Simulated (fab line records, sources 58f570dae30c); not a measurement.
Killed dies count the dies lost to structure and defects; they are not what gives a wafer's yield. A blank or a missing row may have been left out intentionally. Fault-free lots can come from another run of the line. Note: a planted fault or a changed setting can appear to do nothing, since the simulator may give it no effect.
A sampling plan put to the test | flow berkeley-cmos170 | one fab line, 12 faults that these records tell of, each judged on the records of the lots that it struck; 6 more are left out, because the records don't allow judging them
The plan is the line's own looks: the steps of the route at which a gauge or an inspection reads the wafer and doesn't change it. Where struck wafers have a number at a look and the file lists that look's usual mean and standard deviation on fault-free wafers, the look can be judged. Caught: the struck wafers' mean, at a look after the fault's first step, is 4 or more of those standard deviations (sigma) away from the usual mean. On the tool: here the same test is run on the tool's own readings at the fault's steps. Also counted as caught: the struck wafers showing another recipe, or a record that is empty for them alone.

## THE FAULTS, as the simulator had put them in
1. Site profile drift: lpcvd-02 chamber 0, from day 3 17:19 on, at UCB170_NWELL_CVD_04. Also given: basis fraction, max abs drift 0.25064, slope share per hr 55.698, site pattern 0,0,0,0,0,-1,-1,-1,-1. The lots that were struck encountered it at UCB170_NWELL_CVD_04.
2. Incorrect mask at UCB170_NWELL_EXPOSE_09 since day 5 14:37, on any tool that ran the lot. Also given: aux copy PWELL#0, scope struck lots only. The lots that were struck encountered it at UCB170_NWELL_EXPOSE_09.
3. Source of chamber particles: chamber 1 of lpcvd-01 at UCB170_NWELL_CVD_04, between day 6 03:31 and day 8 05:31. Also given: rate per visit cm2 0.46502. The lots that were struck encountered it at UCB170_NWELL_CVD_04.
4. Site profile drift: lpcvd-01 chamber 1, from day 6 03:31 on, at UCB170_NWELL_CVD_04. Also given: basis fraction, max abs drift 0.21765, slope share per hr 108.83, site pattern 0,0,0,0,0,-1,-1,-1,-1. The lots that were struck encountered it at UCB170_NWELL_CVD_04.
5. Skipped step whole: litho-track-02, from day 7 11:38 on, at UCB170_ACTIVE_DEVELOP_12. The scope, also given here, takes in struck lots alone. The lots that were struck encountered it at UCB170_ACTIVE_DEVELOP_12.
6. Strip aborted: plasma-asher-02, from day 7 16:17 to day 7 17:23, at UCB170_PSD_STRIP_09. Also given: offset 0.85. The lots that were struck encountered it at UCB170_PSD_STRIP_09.
7. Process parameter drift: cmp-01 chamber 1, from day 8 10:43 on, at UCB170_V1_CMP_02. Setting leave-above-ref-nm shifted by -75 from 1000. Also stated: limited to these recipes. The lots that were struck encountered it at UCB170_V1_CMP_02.
8. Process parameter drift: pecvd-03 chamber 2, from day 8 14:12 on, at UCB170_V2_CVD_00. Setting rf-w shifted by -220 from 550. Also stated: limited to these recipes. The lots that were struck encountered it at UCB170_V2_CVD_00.
9. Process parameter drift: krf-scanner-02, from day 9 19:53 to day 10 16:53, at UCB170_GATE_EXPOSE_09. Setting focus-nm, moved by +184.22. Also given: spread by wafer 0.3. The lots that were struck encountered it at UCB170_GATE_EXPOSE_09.
10. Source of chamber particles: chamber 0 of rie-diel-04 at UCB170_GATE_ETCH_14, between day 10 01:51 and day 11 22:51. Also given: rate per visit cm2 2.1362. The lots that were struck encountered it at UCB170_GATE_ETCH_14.
11. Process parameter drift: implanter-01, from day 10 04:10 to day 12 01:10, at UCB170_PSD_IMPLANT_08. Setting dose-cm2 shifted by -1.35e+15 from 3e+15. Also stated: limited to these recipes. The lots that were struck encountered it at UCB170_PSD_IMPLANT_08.
12. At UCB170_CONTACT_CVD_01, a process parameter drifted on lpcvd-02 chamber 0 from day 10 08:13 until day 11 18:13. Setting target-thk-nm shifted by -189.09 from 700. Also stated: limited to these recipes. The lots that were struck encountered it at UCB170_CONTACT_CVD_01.

## WHAT THE PLAN SAW
fault | on the tool itself                 | first look that catches it                      | reading, sigma                                   | median hours from its first step to that look | hours from the fault's start to the first struck lot there | judged looks passed uncaught
1     | under 2 sigma                      | UCB170_NWELL_THK_MEAS_05                        | NWELL_NITRIDE_THK -11                            | 1.9                                           | 10                                                         | 0
2     | under 2 sigma                      | UCB170_NWELL_TW_MEAS_16                         | NWELL_TW -99 or beyond                           | 0.8                                           | 4                                                          | 0
3     | under 2 sigma                      | no look after it can be judged                  | -                                                | -                                             | -                                                          | 0
4     | no reading that can be judged      | UCB170_NWELL_THK_MEAS_05                        | NWELL_NITRIDE_THK -8.6                           | 1.9                                           | 7                                                          | 0
5     | no reading that can be judged      | no look after it can be judged                  | -                                                | -                                             | -                                                          | 0
6     | oes-product-au -31 sigma           | UCB170_NSD_TW_MEAS_10                           | NSD_TW -99 or beyond                             | 3.3                                           | 4                                                          | 0
7     | under 2 sigma                      | UCB170_V1_THK_MEAS_04                           | V1_POLISHED_THK -67                              | 0.4                                           | 0                                                          | 0
8     | rf-fwd-power-W -99 or beyond sigma | UCB170_V2_THK_MEAS_01                           | V2_TEOS_THK -11                                  | 0.1                                           | 17                                                         | 0
9     | exposure-dose-mJ-cm2 -6.5 sigma    | none of the 7 looks that can be judged after it | strongest: cd-nm at UCB170_NLDD_CD_MEAS_06, +2.2 | -                                             | -                                                          | 7
10    | under 2 sigma                      | not the one look that can be judged after it    | -                                                | -                                             | -                                                          | 1
11    | dose-ions-cm2 -99 or beyond sigma  | UCB170_PSD_TW_MEAS_10                           | PSD_TW -26                                       | 0.2                                           | 3                                                          | 0
12    | under 2 sigma                      | UCB170_CONTACT_THK_MEAS_02                      | CONTACT_PSG_THK -22                              | 1.8                                           | 21                                                         | 0
Dash: fault not caught, or number not given in these records.

Caught at a look: 8 of 12. Caught on the tool: 4 of 12. By one or the other: 9 of 12.
Caught on the tool alone: fault 9.
Caught at a look alone: faults 1, 2, 4, 7, 12.
Caught by neither: faults 3, 5, 10.

## THINNER SAMPLING
If the look that catches a fault measured only every second or every third lot, by lot number, the first struck lot would be measured this late in the worst case:
fault | struck lots at that look, in order of time | every lot | every second lot | every third lot
1     | L548, L550, L549, L552                     | 10 h      | 15 h             | 15 h
2     | L413                                       | 4 h       | may miss it      | may miss it
4     | L413, L414, L415                           | 7 h       | 12 h             | 16 h
6     | L293                                       | 4 h       | may miss it      | may miss it
7     | L399, L400, L401                           | 0 h       | 1 h              | 15 h
8     | L205                                       | 17 h      | may miss it      | may miss it
11    | L686, L687, L688                           | 3 h       | 18 h             | 19 h
12    | L337                                       | 21 h      | may miss it      | may miss it
The hour figures run from when the fault began to the first measured lot among those it struck. 4 sigma limit: tested on the pooled struck wafers, so a lone lot may be under it. Other struck lots may not be in these records.

## THE LONGEST TIMED WAY FROM STEP TO LOOK
Fault 6: the median time between UCB170_PSD_STRIP_09 and UCB170_NSD_TW_MEAS_10 is 3.3 hours. No look between them can be judged.
